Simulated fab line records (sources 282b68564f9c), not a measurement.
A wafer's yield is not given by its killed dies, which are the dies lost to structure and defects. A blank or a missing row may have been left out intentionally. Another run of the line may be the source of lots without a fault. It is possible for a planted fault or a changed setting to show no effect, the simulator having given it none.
The tool behind it: which one? || flow rit cmos || 15 lots with 45 wafers sampled at 2 steps, on a route of 202 steps

== WHAT THE GAUGES READ, wafer by wafer ==
RIT_FOX2_THK_MEAS_91.
{"lot": "L857", "measured": "day 2 12:55", "on": "film metro-04", "FIELD_OXIDE_LEFT_2_THK (nm)": "249 255 252"}
{"lot": "L858", "measured": "day 2 19:11", "on": "film metro-03", "FIELD_OXIDE_LEFT_2_THK (nm)": "260 260 257"}
{"lot": "L859", "measured": "day 3 00:05", "on": "film metro-04", "FIELD_OXIDE_LEFT_2_THK (nm)": "250 247 246"}
{"lot": "L860", "measured": "day 3 05:45", "on": "film metro-01", "FIELD_OXIDE_LEFT_2_THK (nm)": "251 255 257"}
{"lot": "L861", "measured": "day 3 10:03", "on": "film metro-04", "FIELD_OXIDE_LEFT_2_THK (nm)": "245 245 246"}
{"lot": "L864", "measured": "day 4 00:06", "on": "film metro-01", "FIELD_OXIDE_LEFT_2_THK (nm)": "312 318 322"}
{"lot": "L865", "measured": "day 4 05:51", "on": "film metro-04", "FIELD_OXIDE_LEFT_2_THK (nm)": "307 311 309"}
{"lot": "L866", "measured": "day 4 10:08", "on": "film metro-01", "FIELD_OXIDE_LEFT_2_THK (nm)": "302 304 304"}
{"lot": "L871", "measured": "day 5 11:13", "on": "film metro-01", "FIELD_OXIDE_LEFT_2_THK (nm)": "257 253 254"}
{"lot": "L872", "measured": "day 5 16:29", "on": "film metro-03", "FIELD_OXIDE_LEFT_2_THK (nm)": "255 246 249"}
{"lot": "L873", "measured": "day 5 21:24", "on": "film metro-03", "FIELD_OXIDE_LEFT_2_THK (nm)": "255 260 259"}
{"lot": "L875", "measured": "day 6 07:35", "on": "film metro-04", "FIELD_OXIDE_LEFT_2_THK (nm)": "250 253 248"}
{"lot": "L876", "measured": "day 6 11:17", "on": "film metro-03", "FIELD_OXIDE_LEFT_2_THK (nm)": "248 250 251"}
{"lot": "L877", "measured": "day 6 17:25", "on": "film metro-01", "FIELD_OXIDE_LEFT_2_THK (nm)": "255 250 257"}
{"lot": "L878", "measured": "day 6 21:33", "on": "film metro-03", "FIELD_OXIDE_LEFT_2_THK (nm)": "253 245 254"}

== WHAT TOOL EACH LOT RAN ON (gives the tool, then ch and the chambers of the sampled wafers, and finally the start) ==
{"lot": "L857", "RIT_GATE_WET_ETCH_00": "wet bench-01 ch 3, day 2 12:29"}
{"lot": "L858", "RIT_GATE_WET_ETCH_00": "wet bench-03 ch 2, day 2 18:43"}
{"lot": "L859", "RIT_GATE_WET_ETCH_00": "wet bench-04 ch 2, day 2 23:38"}
{"lot": "L860", "RIT_GATE_WET_ETCH_00": "wet bench-01 ch 3, day 3 05:20"}
{"lot": "L861", "RIT_GATE_WET_ETCH_00": "wet bench-01 ch 2, day 3 09:37"}
{"lot": "L864", "RIT_GATE_WET_ETCH_00": "wet bench-03 ch 1, day 3 23:41"}
{"lot": "L865", "RIT_GATE_WET_ETCH_00": "wet bench-01 ch 0, day 4 05:26"}
{"lot": "L866", "RIT_GATE_WET_ETCH_00": "wet bench-03 ch 3, day 4 09:44"}
{"lot": "L871", "RIT_GATE_WET_ETCH_00": "wet bench-04 ch 2, day 5 10:47"}
{"lot": "L872", "RIT_GATE_WET_ETCH_00": "wet bench-04 ch 0, day 5 16:02"}
{"lot": "L873", "RIT_GATE_WET_ETCH_00": "wet bench-03 ch 2, day 5 20:56"}
{"lot": "L875", "RIT_GATE_WET_ETCH_00": "wet bench-03 ch 2, day 6 07:10"}
{"lot": "L876", "RIT_GATE_WET_ETCH_00": "wet bench-04 ch 0, day 6 10:52"}
{"lot": "L877", "RIT_GATE_WET_ETCH_00": "wet bench-03 ch 2, day 6 16:59"}
{"lot": "L878", "RIT_GATE_WET_ETCH_00": "wet bench-03 ch 3, day 6 21:07"}
- RIT_GATE_WET_ETCH_00: etches SiO2 in BOE, target depth 56 nm, time 60 s.

== AS READ BY THE TOOLS THEMSELVES (means over the sampled wafers that have a number; for cases with no such wafer, the mark the record gives instead) ==
RIT_GATE_WET_ETCH_00.
{"lot": "L857", "tool": "wet bench-01", "bath heat duty pct (%)": 1.5, "run length s (s)": 92}
{"lot": "L858", "tool": "wet bench-03", "bath heat duty pct (%)": 1.5, "run length s (s)": 93}
{"lot": "L859", "tool": "wet bench-04", "bath heat duty pct (%)": 1.6, "run length s (s)": 93}
{"lot": "L860", "tool": "wet bench-01", "bath heat duty pct (%)": 1.2, "run length s (s)": 92}
{"lot": "L861", "tool": "wet bench-01", "bath heat duty pct (%)": 1.6, "run length s (s)": 93}
{"lot": "L864", "tool": "wet bench-03", "bath heat duty pct (%)": "-", "run length s (s)": "-"}
{"lot": "L865", "tool": "wet bench-01", "bath heat duty pct (%)": "-", "run length s (s)": "-"}
{"lot": "L866", "tool": "wet bench-03", "bath heat duty pct (%)": "-", "run length s (s)": "-"}
{"lot": "L871", "tool": "wet bench-04", "bath heat duty pct (%)": 2.1, "run length s (s)": 86}
{"lot": "L872", "tool": "wet bench-04", "bath heat duty pct (%)": 1.5, "run length s (s)": 85}
{"lot": "L873", "tool": "wet bench-03", "bath heat duty pct (%)": 2.0, "run length s (s)": 93}
{"lot": "L875", "tool": "wet bench-03", "bath heat duty pct (%)": 1.9, "run length s (s)": 94}
{"lot": "L876", "tool": "wet bench-04", "bath heat duty pct (%)": 1.1, "run length s (s)": 85}
{"lot": "L877", "tool": "wet bench-03", "bath heat duty pct (%)": 2.1, "run length s (s)": 86}
{"lot": "L878", "tool": "wet bench-03", "bath heat duty pct (%)": 1.7, "run length s (s)": 92}

== THE ANSWER, worked out from the rows above alone ==
Rule: the lots themselves supply what counts as usual. The widest of any qualifying gaps counts: lots, ordered by their means at a reading, are off when they make up no more than a third of the lots, leave a main group of 4 or more, and stand apart from it by 3 or more times the standard deviation of that group's means. A main group whose means are all the same, to the digits that the tables above print for the reading, isn't used. A lot without any number at a reading at which 4 lots or more have one is off too. The other lots that the step has rows for count as sound. The gauges are gone through in route order, then the tools' own readings, and for those a lot's mean is taken as printed above. At the first step where some lot is off, the reading lying furthest off is the one used; lots without a number count as furthest.
Off: at RIT_FOX2_THK_MEAS_91 (FIELD_OXIDE_LEFT_2_THK), L864, L865, L866. Main group: mean 252 nm, sd 3.9.
If a tool, at a process step before that reading, ran all the lots that are off and no sound lot after the first of them, it fits. Not tried: the gauges at RIT_FOX2_THK_MEAS_91; whatever is off there is also off at RIT_GATE_WET_ETCH_00, on other tools, and gauge error can't account for it. None of those tried fits.

== WHAT THE SIMULATOR HAD INSERTED ==
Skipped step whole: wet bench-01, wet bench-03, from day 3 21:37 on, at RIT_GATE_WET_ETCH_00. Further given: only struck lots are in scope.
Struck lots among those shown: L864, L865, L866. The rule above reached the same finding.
